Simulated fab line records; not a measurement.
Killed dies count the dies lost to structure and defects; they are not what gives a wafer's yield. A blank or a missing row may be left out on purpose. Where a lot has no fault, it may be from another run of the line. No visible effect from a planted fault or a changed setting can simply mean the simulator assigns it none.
What tool caused it? || flow ritCmos || 21 wafers from 7 lots sampled at 2 of the route's 202 steps

WHAT THE GAUGES SHOWED, per wafer
RIT_FOX2_THK_MEAS_01.
{"lot": "L334", "measured": "day 2 04:22", "on": "filmMetro-03", "FOX2_OXIDE_THK (nm)": "356 354 352"}
{"lot": "L336", "measured": "day 2 11:52", "on": "filmMetro-04", "FOX2_OXIDE_THK (nm)": "357 358 361"}
{"lot": "L342", "measured": "day 3 21:39", "on": "filmMetro-01", "FOX2_OXIDE_THK (nm)": "340 345 342"}
{"lot": "L347", "measured": "day 4 21:51", "on": "filmMetro-03", "FOX2_OXIDE_THK (nm)": "308 309 304 308 309 304"}
{"lot": "L350", "measured": "day 5 15:18", "on": "filmMetro-04", "FOX2_OXIDE_THK (nm)": "308 306 312 308 306 312"}
{"lot": "L353", "measured": "day 6 02:47", "on": "filmMetro-04", "FOX2_OXIDE_THK (nm)": "354 360 358"}
{"lot": "L356", "measured": "day 7 04:17", "on": "filmMetro-03", "FOX2_OXIDE_THK (nm)": "348 349 349"}

TOOL THAT RAN EACH LOT (tool first, then ch and the chambers of the sampled wafers, then the start)
{"lot": "L334", "RIT_FOX2_OXIDATION_00": "furnace-04 ch 0, day 2 03:03"}
{"lot": "L336", "RIT_FOX2_OXIDATION_00": "furnace-04 ch 0, day 2 10:32"}
{"lot": "L342", "RIT_FOX2_OXIDATION_00": "furnace-03 ch 0, day 3 20:20"}
{"lot": "L347", "RIT_FOX2_OXIDATION_00": "furnace-03 ch 0, day 4 20:31"}
{"lot": "L350", "RIT_FOX2_OXIDATION_00": "furnace-03 ch 0, day 5 13:58"}
{"lot": "L353", "RIT_FOX2_OXIDATION_00": "furnace-04 ch 0, day 6 01:28"}
{"lot": "L356", "RIT_FOX2_OXIDATION_00": "furnace-04 ch 0, day 7 02:57"}
- RIT_FOX2_OXIDATION_00: target thk 350.7 nm, ox time 1130 s.

THE ANSWER, worked out from the rows above alone
Rule: what is usual is taken from the lots themselves. The widest of any qualifying gaps counts: lots, ordered by their means at a reading, are off when they make up no more than a third of the lots, leave a main group of 4 or more, and stand apart from it by 3 or more times the standard deviation of that group's means. A main group is skipped when, at the precision printed for the reading in the tables above, its means are all equal. A lot without any number at a reading at which 4 lots or more have one is off too. The other lots that the step has rows for count as sound.
Off: L347, L350, at RIT_FOX2_THK_MEAS_01 (FOX2_OXIDE_THK). The main group has a mean of 352 nm with a standard deviation of 6.
If a tool, at a process step before that reading, ran all the lots that are off and no sound lot after the first of them, it fits. Gauges at RIT_FOX2_THK_MEAS_01: tried the same way as those tools. One fits: furnace-03 at RIT_FOX2_OXIDATION_00. A fault onset in the window from L342 (day 3 20:20, its last sound lot) to L347 (day 4 20:31, its first lot off) fits.

WHAT THE SIMULATOR HAD INSERTED
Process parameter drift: furnace-03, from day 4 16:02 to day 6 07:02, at RIT_FOX2_OXIDATION_00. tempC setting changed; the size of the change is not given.
Lots struck among those shown: L347, L350. The rule above found the same.
